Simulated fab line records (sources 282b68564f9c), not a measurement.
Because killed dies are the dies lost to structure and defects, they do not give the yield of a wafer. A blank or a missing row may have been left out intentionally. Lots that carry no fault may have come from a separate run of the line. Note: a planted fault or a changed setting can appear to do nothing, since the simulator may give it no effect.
Which tool is to blame? / flow ritCmos / 39 wafers from 13 lots sampled at 2 of the route's 202 steps

== WHAT THE GAUGES READ, wafer by wafer ==
RIT_GATE_CD_MEAS_16 targets a cd of 150 nm.
lot=L470; measured=day 2 16:18; on=cdSem-01; cdNm (nm)=146.2 149.5 147.1
lot=L473; measured=day 3 06:49; on=cdSem-02; cdNm (nm)=153.4 152.9 152.9
lot=L474; measured=day 3 09:29; on=cdSem-01; cdNm (nm)=139.7 136.0 139.6
lot=L477; measured=day 4 01:03; on=cdSem-02; cdNm (nm)=150.0 149.5 147.4
lot=L482; measured=day 5 04:09; on=cdSem-01; cdNm (nm)=145.9 145.0 146.2
lot=L483; measured=day 5 09:20; on=cdSem-01; cdNm (nm)=149.6 148.9 147.3
lot=L484; measured=day 5 13:23; on=cdSem-01; cdNm (nm)=146.5 149.2 148.1
lot=L485; measured=day 5 16:17; on=cdSem-02; cdNm (nm)=145.0 144.7 145.3
lot=L486; measured=day 5 21:04; on=cdSem-01; cdNm (nm)=152.4 150.8 150.7
lot=L488; measured=day 6 08:08; on=cdSem-02; cdNm (nm)=147.6 148.7 148.6
lot=L489; measured=day 6 16:36; on=cdSem-02; cdNm (nm)=149.9 147.9 149.3
lot=L490; measured=day 6 21:05; on=cdSem-01; cdNm (nm)=147.9 146.1 147.9
lot=L492; measured=day 7 04:41; on=cdSem-02; cdNm (nm)=152.1 153.1 153.8

== EACH LOT AND THE TOOL THAT RAN IT (in order: tool; ch and the chambers of the sampled wafers; start) ==
lot=L470; RIT_GATE_EXPOSE_13=ilineStepper-02 ch 0, day 2 15:54
lot=L473; RIT_GATE_EXPOSE_13=ilineStepper-02 ch 0, day 3 06:22
lot=L474; RIT_GATE_EXPOSE_13=ilineStepper-02 ch 0, day 3 09:05
lot=L477; RIT_GATE_EXPOSE_13=ilineStepper-01 ch 0, day 4 00:35
lot=L482; RIT_GATE_EXPOSE_13=ilineStepper-01 ch 0, day 5 03:45
lot=L483; RIT_GATE_EXPOSE_13=ilineStepper-02 ch 0, day 5 08:56
lot=L484; RIT_GATE_EXPOSE_13=ilineStepper-01 ch 0, day 5 12:59
lot=L485; RIT_GATE_EXPOSE_13=ilineStepper-01 ch 0, day 5 15:53
lot=L486; RIT_GATE_EXPOSE_13=ilineStepper-02 ch 0, day 5 20:40
lot=L488; RIT_GATE_EXPOSE_13=ilineStepper-01 ch 0, day 6 07:38
lot=L489; RIT_GATE_EXPOSE_13=ilineStepper-02 ch 0, day 6 16:12
lot=L490; RIT_GATE_EXPOSE_13=ilineStepper-01 ch 0, day 6 20:41
lot=L492; RIT_GATE_EXPOSE_13=ilineStepper-02 ch 0, day 7 04:17
- RIT_GATE_EXPOSE_13: exposes mask M6, target cd 150 nm.

== AS READ BY THE TOOLS THEMSELVES (means over the sampled wafers that have a number; for cases with no such wafer, the mark the record gives instead) ==
The record holds no such reading with a usual standard deviation.

== THE ANSWER, worked out from the rows above alone ==
Rule: what is usual is taken from the lots themselves. The widest of any qualifying gaps counts: lots, ordered by their means at a reading, are off when they make up no more than a third of the lots, leave a main group of 4 or more, and stand apart from it by 3 or more times the standard deviation of that group's means. If all means in a main group match to the digits the tables above print for the reading, that group is not used. A lot without any number at a reading at which 4 lots or more have one is off too. Any other lot the step has rows for is counted as sound. First the gauges in route order, then the tools' own readings, where a lot's mean is used as printed above. At the first step where some lot is off, the reading lying furthest off is the one used; lots without a number count as furthest.
None of the lots is off at any reading shown; this tells nothing.

== WHAT WAS PUT IN BY THE SIMULATOR ==
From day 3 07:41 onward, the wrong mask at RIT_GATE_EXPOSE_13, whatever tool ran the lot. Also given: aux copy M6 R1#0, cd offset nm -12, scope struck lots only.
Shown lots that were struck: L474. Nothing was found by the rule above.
